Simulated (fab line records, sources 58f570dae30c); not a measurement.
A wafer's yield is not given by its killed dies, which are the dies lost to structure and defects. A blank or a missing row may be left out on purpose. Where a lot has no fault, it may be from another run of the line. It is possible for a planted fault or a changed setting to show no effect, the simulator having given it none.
fab line records	flow berkeley_cmos170
[record] lots = 5	wafers = 23
route steps=331 shown START@3 NWELL@15 PWELL@39 WELLDRIVE@56 PFIELD@80 SACOX@98
start_h: start of the lot's first displayed wafer, in hours after the record's first day	wait_h: hours from the lot's prior step to this one	" repeats the value in the row above	L1.1+2: one row covering several wafers at once	- no value, or no start was given	* or withheld: withheld	< > ~ a bound
route shown NAME@n: names a module that has steps shown in the file, with the first one's number in the route	usual: the fault-free wafers' mean and standard deviation	same: alike in all rows	chamber/n: place in a boat	sites: readings site by site	_std_site: the values' standard deviation	_edge_site: the outer-site mean with the inner-site mean subtracted	radius_mm: how far each site lies from the wafer's centre	mask NAME#n: copy n	behind: the last tool/chamber to shape the wafer	hold: reason for holding the lot/hours on hold/outcome of the hold	device: whichever transistor did not switch (one of n, p or np)	end of line: the same wafers' tests at the end of the route	a step with no rows: only its recipe	killed: at the first sort, the dies lost to defects and structure; wafer yield is something else	map: the dies of a wafer, with x for killed, . for not killed, _ for no die there
set.NAME: the setting as run; set.NAME@STEP: as run at that earlier step	model.NAME: the simulator's own value behind a step, which no gauge read
lots whose settings were changed on purpose; a table a step, a row a wafer
[[steps]]
[step UCB170_START_OXIDATION_02]
[recipe] temp_c = 950	ambient = O2	target_thk_a = 200	ox_time_s = 1800
lot.wafer	tool	chamber	start_h	wait_h	set.temp_c	model.SiO2_of_START_OXIDATION_02.thk_nm
L075.1	-	-	-	4.3	950	20.18
L075.3	"	-	"	"	950	20.25
L075.4	"	-	"	"	950	20.15
L075.5	"	-	"	"	950	20.11
L075.6	"	-	"	"	950	20.04
L077.1	-	-	-	3.2	950	20.08
L077.2	"	-	"	"	950	19.84
L077.3	"	-	"	"	950	20.25
L077.4	"	-	"	"	950	20
L077.5	"	-	"	"	950	19.81
L078.1	furnace-02	0	35.34	5.2	950	20.17
L078.3	"	0	"	"	950	19.95
L078.6	"	0	"	"	950	20
L080.1	-	-	-	1.3	959.5	21.7
L080.2	"	-	"	"	959.5	21.83
L080.3	"	-	"	"	959.5	21.38
L080.4	"	-	"	"	959.5	21.89
L080.5	"	-	"	"	959.5	21.71
L082.1	-	-	-	4.5	959.3	22.46
L082.2	"	-	"	"	959.3	22.43
L082.3	"	-	"	"	959.3	22.06
L082.5	"	-	"	"	959.3	22.3
L082.6	"	-	"	"	959.3	22.15
[step UCB170_START_THK_MEAS_03]
[recipe] reads = SiO2_of_START_OXIDATION_02
[usual] START_OXIDE_THK = 19.96/0.27
lot.wafer	tool	chamber	start_h	wait_h	set.temp_c@START_OXIDATION_02	START_OXIDE_THK[nm]
L075.1	film_metro-02	-	-	-	950	20.17
L075.3	"	-	"	"	950	20.24
L075.4	"	-	"	"	950	20.25
L075.5	"	-	"	"	950	20.11
L075.6	"	-	"	"	950	20.05
L077.1	film_metro-04	-	-	-	950	20.08
L077.2	"	-	"	"	950	19.90
L077.3	"	-	"	"	950	20.23
L077.4	"	-	"	"	950	19.98
L077.5	"	-	"	"	950	19.81
L078.1	film_metro-02	-	36.84	0.0	950	20.10
L078.3	"	-	"	"	950	19.92
L078.6	"	-	"	"	950	20.02
L080.1	film_metro-04	-	-	-	959.5	21.71
L080.2	"	-	"	"	959.5	21.80
L080.3	"	-	"	"	959.5	21.39
L080.4	"	-	"	"	959.5	21.93
L080.5	"	-	"	"	959.5	21.72
L082.1	film_metro-04	-	-	-	959.3	22.49
L082.2	"	-	"	"	959.3	22.42
L082.3	"	-	"	"	959.3	22.08
L082.5	"	-	"	"	959.3	22.28
L082.6	"	-	"	"	959.3	22.14
[step UCB170_NWELL_OXIDATION_01]
[recipe] temp_c = 1000	ambient = O2	target_thk_a = 264	ox_time_s = 1260
lot.wafer	tool	chamber	start_h	wait_h	set.temp_c	model.SiO2_of_NWELL_OXIDATION_01.thk_nm
L075.1	-	-	-	5.8	1000	26.21
L075.3	"	-	"	"	1000	25.92
L075.4	"	-	"	"	1000	26.3
L075.5	"	-	"	"	1000	26.23
L075.6	"	-	"	"	1000	26.05
L077.1	-	-	-	1.3	1029	34.7
L077.2	"	-	"	"	1029	33.3
L077.3	"	-	"	"	1029	33.98
L077.4	"	-	"	"	1029	33.95
L077.5	"	-	"	"	1029	34.53
L078.1	furnace-04	0	44.16	1.6	1000	26.19
L078.3	"	0	"	"	1000	25.59
L078.6	"	0	"	"	1000	25.56
L080.1	-	-	-	4.6	1000	26.74
L080.2	"	-	"	"	1000	26.75
L080.3	"	-	"	"	1000	26.33
L080.4	"	-	"	"	1000	26.56
L080.5	"	-	"	"	1000	26.13
L082.1	-	-	-	3.0	976.8	20.4
L082.2	"	-	"	"	976.8	20.9
L082.3	"	-	"	"	976.8	20.48
L082.5	"	-	"	"	976.8	20.39
L082.6	"	-	"	"	976.8	20.42
[step UCB170_NWELL_THK_MEAS_02]
[recipe] reads = SiO2_of_NWELL_OXIDATION_01
[usual] NWELL_OXIDE_THK = 26.2/0.44
lot.wafer	tool	chamber	start_h	wait_h	set.temp_c@NWELL_OXIDATION_01	NWELL_OXIDE_THK[nm]
L075.1	film_metro-03	-	-	-	1000	26.3
L075.3	"	-	"	"	1000	25.9
L075.4	"	-	"	"	1000	26.3
L075.5	"	-	"	"	1000	26.3
L075.6	"	-	"	"	1000	26.1
L077.1	film_metro-02	-	-	-	1029	34.7
L077.2	"	-	"	"	1029	33.3
L077.3	"	-	"	"	1029	34.0
L077.4	"	-	"	"	1029	34.0
L077.5	"	-	"	"	1029	34.5
L078.1	film_metro-04	-	45.51	0.0	1000	26.2
L078.3	"	-	"	"	1000	25.6
L078.6	"	-	"	"	1000	25.6
L080.1	film_metro-02	-	-	-	1000	26.7
L080.2	"	-	"	"	1000	26.8
L080.3	"	-	"	"	1000	26.3
L080.4	"	-	"	"	1000	26.5
L080.5	"	-	"	"	1000	26.2
L082.1	film_metro-03	-	-	-	976.8	20.4
L082.2	"	-	"	"	976.8	20.9
L082.3	"	-	"	"	976.8	20.5
L082.5	"	-	"	"	976.8	20.4
L082.6	"	-	"	"	976.8	20.4
[step UCB170_PWELL_CVD_05]
[recipe] material = Si3N4	target_thk_nm = 220	temp_c = 800	precursor = SiH2Cl2/NH3	time_s = 3300	pressure_mtorr = 200	sih2cl2_flow_sccm = 25	nh3_flow_sccm = 75
lot.wafer	tool	chamber	start_h	wait_h	set.time_s	model.Si3N4_of_PWELL_CVD_05.thk_nm
L075.1	-	-	-	0.0	3728	247.2
L075.3	"	-	"	"	3728	248.8
L075.4	"	-	"	"	3728	247.4
L075.5	"	-	"	"	3728	245.5
L075.6	"	-	"	"	3728	247.9
L077.1	-	-	-	0.0	3300	219
L077.2	"	-	"	"	3300	219.5
L077.3	"	-	"	"	3300	217.4
L077.4	"	-	"	"	3300	218.5
L077.5	"	-	"	"	3300	218.8
L078.1	lpcvd-02	1	73.11	0.0	3300	217.3
L078.3	"	1	"	"	3300	219.5
L078.6	"	1	"	"	3300	220.3
L080.1	-	-	-	0.0	3300	218.7
L080.2	"	-	"	"	3300	220
L080.3	"	-	"	"	3300	220.5
L080.4	"	-	"	"	3300	217.5
L080.5	"	-	"	"	3300	219.1
L082.1	-	-	-	0.0	2921	196.5
L082.2+3	"	-	"	"	2921	197
L082.5	"	-	"	"	2921	197.2
L082.6	"	-	"	"	2921	198.9
[step UCB170_PWELL_THK_MEAS_06]
[recipe] reads = Si3N4_of_PWELL_CVD_05
[usual] PWELL_NITRIDE_THK = 219.6/1.6
lot.wafer	tool	chamber	start_h	wait_h	set.time_s@PWELL_CVD_05	PWELL_NITRIDE_THK[nm]
L075.1	film_metro-04	-	-	-	3728	247.3
L075.3	"	-	"	"	3728	248.5
L075.4	"	-	"	"	3728	247.6
L075.5	"	-	"	"	3728	245.6
L075.6	"	-	"	"	3728	247.9
L077.1	film_metro-01	-	-	-	3300	218.9
L077.2	"	-	"	"	3300	219.5
L077.3	"	-	"	"	3300	217.6
L077.4	"	-	"	"	3300	218.4
L077.5	"	-	"	"	3300	218.8
L078.1	film_metro-03	-	75.03	0.0	3300	217.6
L078.3	"	-	"	"	3300	219.4
L078.6	"	-	"	"	3300	220.2
L080.1	film_metro-03	-	-	-	3300	218.5
L080.2	"	-	"	"	3300	220.1
L080.3	"	-	"	"	3300	220.6
L080.4	"	-	"	"	3300	217.6
L080.5	"	-	"	"	3300	219.0
L082.1	film_metro-01	-	-	-	2921	196.6
L082.2	"	-	"	"	2921	197.0
L082.3	"	-	"	"	2921	197.0
L082.5	"	-	"	"	2921	197.2
L082.6	"	-	"	"	2921	198.9
[step UCB170_PWELL_ETCH_14]
[recipe] chemistry = CH3F/Ar/O2	target = Si3N4	stop_on = SiO2	CH3F_flow_sccm = 20	Ar_flow_sccm = 50	O2_flow_sccm = 7	pressure_mtorr = 50	rf_w = 450	target_depth_a = 2420	over_etch_frac = 0.1	time_s = 151
lot.wafer	tool	chamber	start_h	wait_h	set.time_s	set.time_s@PWELL_CVD_05	model.KrF_of_PWELL_COAT_08.thk_nm	model.etch.depth_nm	model.SiO2_of_PWELL_OXIDATION_02.thk_nm
L077.1	rie_diel-04	1	65.17	0.0	151	3300	727.4	-	22.69
L077.2	"	2	"	"	159.4	3300	715	-	19.95
L077.3	"	3	"	"	159.4	3300	717.1	217.4	20.36
L077.4	"	0	"	"	159.4	3300	718.6	218.5	20
L077.5	"	2	"	"	151	3300	721.9	-	22.16
L075.1	rie_diel-03	2	65.27	0.0	151	3728	723.5	-	22.43
L075.3	"	0	"	"	151	3728	722.4	-	22.58
L075.4	"	1	"	"	151	3728	721.8	241.5	22.44
L075.5	"	0	"	"	151	3728	723.7	-	22.58
L075.6	"	3	"	"	151	3728	725.3	238.8	22.45
L078.1	rie_diel-03	0	76.09	0.0	151	3300	720.8	217.3	22.12
L078.3	"	1	"	"	151	3300	722.3	219.5	22.27
L078.6	"	2	"	"	151	3300	723.2	220.3	22.04
L080.1	rie_diel-01	3	87.09	0.0	162.9	3300	714.1	-	19.96
L080.2	"	1	"	"	151	3300	725.5	-	22.32
L080.3	"	0	"	"	151	3300	724.2	-	22.17
L080.4	"	0	"	"	151	3300	724.5	-	22.29
L080.5	"	3	"	"	162.9	3300	714	-	20.48
L082.1	rie_diel-04	3	99.47	0.0	163.8	2921	713.5	-	19.32
L082.2	"	1	"	"	151	2921	724.1	-	22.96
L082.3	"	0	"	"	151	2921	722.8	-	22.89
L082.5	"	2	"	"	151	2921	718.1	-	21.8
L082.6	"	1	"	"	163.8	2921	706.2	198.9	19.56
[step UCB170_PWELL_IMPLANT_15]
[recipe] species = B	dose_cm2 = 5e+12	energy_kev = 60	tilt_deg = 7
[step UCB170_PWELL_STRIP_16]
[recipe] chemistry = O2	power_w = 400	pressure_mtorr = 3500	platen_temp_c = withheld	o2_flow_sccm = 400	overash_fraction = 0.5
[usual] strip_time_to_endpoint_s = 18.06/0.069
lot.wafer	tool	chamber	start_h	wait_h	set.time_s@PWELL_ETCH_14	strip_time_to_endpoint_s
L077.1	plasma_asher-03	1	65.45	0.1	151	18.16
L077.2	"	0	"	"	159.4	17.86
L077.3	"	1	"	"	159.4	17.91
L077.4	"	0	"	"	159.4	17.95
L077.5	"	1	"	"	151	18.01
L075.1	plasma_asher-04	0	65.52	0.1	151	18.06
L075.3	"	1	"	"	151	18.04
L075.4	"	0	"	"	151	18.02
L075.5	"	1	"	"	151	18.07
L075.6	"	0	"	"	151	18.13
L078.1	plasma_asher-03	1	76.34	0.1	151	18.01
L078.3	"	1	"	"	151	18.03
L078.6	"	1	"	"	151	18.06
L080.1	plasma_asher-01	0	87.34	0.1	162.9	17.83
L080.2	"	1	"	"	151	18.12
L080.3	"	0	"	"	151	18.07
L080.4	"	1	"	"	151	18.09
L080.5	"	0	"	"	162.9	17.82
L082.1	plasma_asher-04	1	99.72	0.1	163.8	17.83
L082.2	"	0	"	"	151	18.08
L082.3	"	1	"	"	151	18.06
L082.5	"	1	"	"	151	17.94
L082.6	"	0	"	"	163.8	17.65
[step UCB170_WELLDRIVE_OXIDATION_01]
[recipe] temp_c = 1100	ambient = O2	target_thk_a = 1990	ox_time_s = 9000
lot.wafer	tool	chamber	start_h	wait_h	set.temp_c	model.SiO2_of_WELLDRIVE_OXIDATION_01.thk_nm
L075.1	-	-	-	3.2	1083	184
L075.3	"	-	"	"	1083	181
L075.4	"	-	"	"	1083	179.2
L075.5	"	-	"	"	1083	182.8
L075.6	"	-	"	"	1083	180.3
L077.1	-	-	-	3.2	1130	226.5
L077.2	"	-	"	"	1130	225.2
L077.3	"	-	"	"	1130	228.6
L077.4	"	-	"	"	1130	225.4
L077.5	"	-	"	"	1130	224.4
L078.1	furnace-02	0	85.99	4.9	1100	196.1
L078.3	"	0	"	"	1100	196.6
L078.6	"	0	"	"	1100	196.2
L080.1	-	-	-	4.7	1116	212.5
L080.2	"	-	"	"	1116	217.8
L080.3	"	-	"	"	1116	213.2
L080.4	"	-	"	"	1116	213.5
L080.5	"	-	"	"	1116	211.5
L082.1	-	-	-	6.3	1100	201.6
L082.2	"	-	"	"	1100	202
L082.3	"	-	"	"	1100	203.9
L082.5	"	-	"	"	1100	202.5
L082.6	"	-	"	"	1100	198
[step UCB170_WELLDRIVE_THK_MEAS_02]
[recipe] reads = SiO2_of_WELLDRIVE_OXIDATION_01
[usual] WELLDRIVE_OXIDE_THK = 197/3.3
lot.wafer	tool	chamber	start_h	wait_h	set.temp_c@WELLDRIVE_OXIDATION_01	WELLDRIVE_OXIDE_THK[nm]
L075.1	film_metro-01	-	-	-	1083	184
L075.3	"	-	"	"	1083	181
L075.4	"	-	"	"	1083	179
L075.5	"	-	"	"	1083	183
L075.6	"	-	"	"	1083	180
L077.1	film_metro-03	-	-	-	1130	226
L077.2	"	-	"	"	1130	225
L077.3	"	-	"	"	1130	228
L077.4	"	-	"	"	1130	225
L077.5	"	-	"	"	1130	224
L078.1	film_metro-02	-	89.49	0.0	1100	196
L078.3	"	-	"	"	1100	197
L078.6	"	-	"	"	1100	196
L080.1	film_metro-01	-	-	-	1116	213
L080.2	"	-	"	"	1116	218
L080.3	"	-	"	"	1116	213
L080.4	"	-	"	"	1116	214
L080.5	"	-	"	"	1116	211
L082.1	film_metro-03	-	-	-	1100	202
L082.2	"	-	"	"	1100	202
L082.3	"	-	"	"	1100	204
L082.5	"	-	"	"	1100	203
L082.6	"	-	"	"	1100	198
[step UCB170_PFIELD_COAT_01]
[recipe] resist = KrF	spin_rpm = 1500	resist_thk_nm = 900
lot.wafer	tool	chamber	start_h	wait_h	set.spin_rpm	model.KrF_of_PFIELD_COAT_01.thk_nm
L075.1	litho_track-02	0	98.98	0.1	1598	874.1
L075.3	"	0	"	"	1500	900.6
L075.4	"	0	"	"	1598	875.1
L075.5	"	0	"	"	1500	903.5
L075.6	"	0	"	"	1500	901.9
L077.1	litho_track-03	0	99.56	0.1	1430	923.1
L077.2	"	0	"	"	1500	902
L077.3	"	0	"	"	1500	900.4
L077.4	"	0	"	"	1430	921.8
L077.5	"	0	"	"	1430	924.3
L078.1	litho_track-04	0	113.60	0.1	1500	902
L078.3	"	0	"	"	1500	900.5
L078.6	"	0	"	"	1500	900
L080.1	litho_track-04	0	122.59	0.1	1500	900.3
L080.2	"	0	"	"	1604	870.5
L080.3	"	0	"	"	1500	901.1
L080.4	"	0	"	"	1604	870.8
L080.5	"	0	"	"	1500	897.7
L082.1	litho_track-02	0	139.29	0.1	1430	919.6
L082.2	"	0	"	"	1500	899.8
L082.3	"	0	"	"	1430	920
L082.5	"	0	"	"	1430	920.1
L082.6	"	0	"	"	1500	897.2
[step UCB170_PFIELD_IMPLANT_07]
[recipe] species = B	dose_cm2 = 2e+13	energy_kev = 80	tilt_deg = 7
lot.wafer	tool	chamber	start_h	wait_h	set.tilt_deg
L075.1+3	implanter-03	0	100.04	0.0	7
L075.4+5+6	"	0	"	"	6.026
L077.1+3	implanter-04	0	100.57	0.0	7.734
L077.2+4+5	"	0	"	"	7
L078.1+3+6	implanter-01	0	114.66	0.0	7
L080.1+2+3	implanter-01	0	123.60	0.0	7.377
L080.4+5	"	0	"	"	7
L082.1+2+3+5+6	implanter-01	0	140.28	0.0	7
[step UCB170_PFIELD_STRIP_08]
[recipe] chemistry = O2	power_w = 400	pressure_mtorr = 3500	platen_temp_c = withheld	o2_flow_sccm = 400	overash_fraction = 0.5
[usual] strip_time_to_endpoint_s = 21.60/0.063
lot.wafer	tool	chamber	start_h	wait_h	set.spin_rpm@PFIELD_COAT_01	strip_time_to_endpoint_s
L075.1	plasma_asher-02	0	100.19	0.1	1598	21.00
L075.3	"	1	"	"	1500	21.63
L075.4	"	0	"	"	1598	21.05
L075.5	"	0	"	"	1500	21.70
L075.6	"	1	"	"	1500	21.67
L077.1	plasma_asher-01	0	100.72	0.1	1430	22.19
L077.2	"	1	"	"	1500	21.68
L077.3	"	0	"	"	1500	21.63
L077.4	"	1	"	"	1430	22.15
L077.5	"	1	"	"	1430	22.23
L078.1	plasma_asher-03	1	114.81	0.1	1500	21.66
L078.3	"	0	"	"	1500	21.63
L078.6	"	0	"	"	1500	21.62
L080.1	plasma_asher-02	1	123.75	0.1	1500	21.61
L080.2	"	0	"	"	1604	20.90
L080.3	"	1	"	"	1500	21.66
L080.4	"	0	"	"	1604	20.92
L080.5	"	1	"	"	1500	21.59
L082.1	plasma_asher-01	0	140.43	0.1	1430	22.11
L082.2	"	1	"	"	1500	21.62
L082.3	"	0	"	"	1430	22.10
L082.5	"	0	"	"	1430	22.10
L082.6	"	1	"	"	1500	21.56
[step UCB170_SACOX_OXIDATION_01]
[recipe] temp_c = 900	ambient = O2	target_thk_a = 144	ox_time_s = 2400
lot.wafer	tool	chamber	start_h	wait_h	set.temp_c	model.SiO2_of_SACOX_OXIDATION_01.thk_nm
L075.1	-	-	-	4.8	915.3	17.04
L075.3	"	-	"	"	915.3	16.77
L075.4	"	-	"	"	915.3	17.45
L075.5	"	-	"	"	915.3	17.25
L075.6	"	-	"	"	915.3	17.23
L077.1	-	-	-	4.8	900	14.32
L077.2	"	-	"	"	900	14.33
L077.3	"	-	"	"	900	14.15
L077.4	"	-	"	"	900	14.54
L077.5	"	-	"	"	900	14.56
L078.1	furnace-02	0	137.18	6.4	900	14.45
L078.3	"	0	"	"	900	14.44
L078.6	"	0	"	"	900	14.65
L080.1	-	-	-	3.2	923.4	18.4
L080.2	"	-	"	"	923.4	18.35
L080.3	"	-	"	"	923.4	18.06
L080.4	"	-	"	"	923.4	18.34
L080.5	"	-	"	"	923.4	18.63
L082.1	-	-	-	2.7	891	13.13
L082.2	"	-	"	"	891	13.19
L082.3	"	-	"	"	891	13.21
L082.5	"	-	"	"	891	13.08
L082.6	"	-	"	"	891	13.17
[step UCB170_SACOX_THK_MEAS_02]
[recipe] reads = SiO2_of_SACOX_OXIDATION_01
[usual] SACOX_OXIDE_THK = 14.40/0.21
lot.wafer	tool	chamber	start_h	wait_h	set.temp_c@SACOX_OXIDATION_01	SACOX_OXIDE_THK[nm]
L075.1	film_metro-03	-	-	-	915.3	17.01
L075.3	"	-	"	"	915.3	16.79
L075.4	"	-	"	"	915.3	17.42
L075.5	"	-	"	"	915.3	17.27
L075.6	"	-	"	"	915.3	17.18
L077.1	film_metro-01	-	-	-	900	14.38
L077.2	"	-	"	"	900	14.33
L077.3	"	-	"	"	900	14.17
L077.4	"	-	"	"	900	14.55
L077.5	"	-	"	"	900	14.57
L078.1	film_metro-03	-	138.84	0.0	900	14.40
L078.3	"	-	"	"	900	14.40
L078.6	"	-	"	"	900	14.66
L080.1	film_metro-03	-	-	-	923.4	18.37
L080.2	"	-	"	"	923.4	18.35
L080.3	"	-	"	"	923.4	18.06
L080.4	"	-	"	"	923.4	18.29
L080.5	"	-	"	"	923.4	18.62
L082.1	film_metro-02	-	-	-	891	13.14
L082.2	"	-	"	"	891	13.16
L082.3	"	-	"	"	891	13.23
L082.5	"	-	"	"	891	13.09
L082.6	"	-	"	"	891	13.16
[[key]]
[split] step = UCB170_START_OXIDATION_02	setting = temp_c	stated = 950	by = lot
[response] step = UCB170_START_OXIDATION_02	reading = model.SiO2_of_START_OXIDATION_02.thk_nm	change = +1.94	per = 1%	r = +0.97
[response] step = UCB170_START_THK_MEAS_03	reading = START_OXIDE_THK	change = +1.94	per = 1%	r = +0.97
[split] step = UCB170_NWELL_OXIDATION_01	setting = temp_c	stated = 1000	by = lot
[response] step = UCB170_NWELL_OXIDATION_01	reading = model.SiO2_of_NWELL_OXIDATION_01.thk_nm	change = +2.61	per = 1%	r = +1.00
[response] step = UCB170_NWELL_THK_MEAS_02	reading = NWELL_OXIDE_THK	change = +2.61	per = 1%	r = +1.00
[split] step = UCB170_PWELL_CVD_05	setting = time_s	stated = 3300	by = lot
[response] step = UCB170_PWELL_CVD_05	reading = model.Si3N4_of_PWELL_CVD_05.thk_nm	change = +2.05	per = 1%	r = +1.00
[response] step = UCB170_PWELL_THK_MEAS_06	reading = PWELL_NITRIDE_THK	change = +2.05	per = 1%	r = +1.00
[response] step = UCB170_PWELL_ETCH_14	reading = model.etch.depth_nm	change = +1.68	per = 1%	r = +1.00
[split] step = UCB170_PWELL_ETCH_14	setting = time_s	stated = 151	by = wafer
[response] step = UCB170_PWELL_ETCH_14	reading = model.KrF_of_PWELL_COAT_08.thk_nm	change = -1.38	per = 1%	r = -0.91
[response] step = UCB170_PWELL_ETCH_14	reading = model.SiO2_of_PWELL_OXIDATION_02.thk_nm	change = -0.335	per = 1%	r = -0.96
[response] step = UCB170_PWELL_STRIP_16	reading = strip_time_to_endpoint_s	change = *	per = 1%	r = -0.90
[split] step = UCB170_WELLDRIVE_OXIDATION_01	setting = temp_c	stated = 1100	by = lot
[response] step = UCB170_WELLDRIVE_OXIDATION_01	reading = model.SiO2_of_WELLDRIVE_OXIDATION_01.thk_nm	change = +10.3	per = 1%	r = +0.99
[response] step = UCB170_WELLDRIVE_THK_MEAS_02	reading = WELLDRIVE_OXIDE_THK	change = +10.3	per = 1%	r = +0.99
[split] step = UCB170_PFIELD_COAT_01	setting = spin_rpm	stated = 1500	by = wafer
[response] step = UCB170_PFIELD_COAT_01	reading = model.KrF_of_PFIELD_COAT_01.thk_nm	change = -4.33	per = 1%	r = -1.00
[response] step = UCB170_PFIELD_STRIP_08	reading = strip_time_to_endpoint_s	change = *	per = 1%	r = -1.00
[split] step = UCB170_PFIELD_IMPLANT_07	setting = tilt_deg	stated = 7	by = wafer
response none clear
[split] step = UCB170_SACOX_OXIDATION_01	setting = temp_c	stated = 900	by = lot
[response] step = UCB170_SACOX_OXIDATION_01	reading = model.SiO2_of_SACOX_OXIDATION_01.thk_nm	change = +1.48	per = 1%	r = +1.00
[response] step = UCB170_SACOX_THK_MEAS_02	reading = SACOX_OXIDE_THK	change = +1.47	per = 1%	r = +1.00
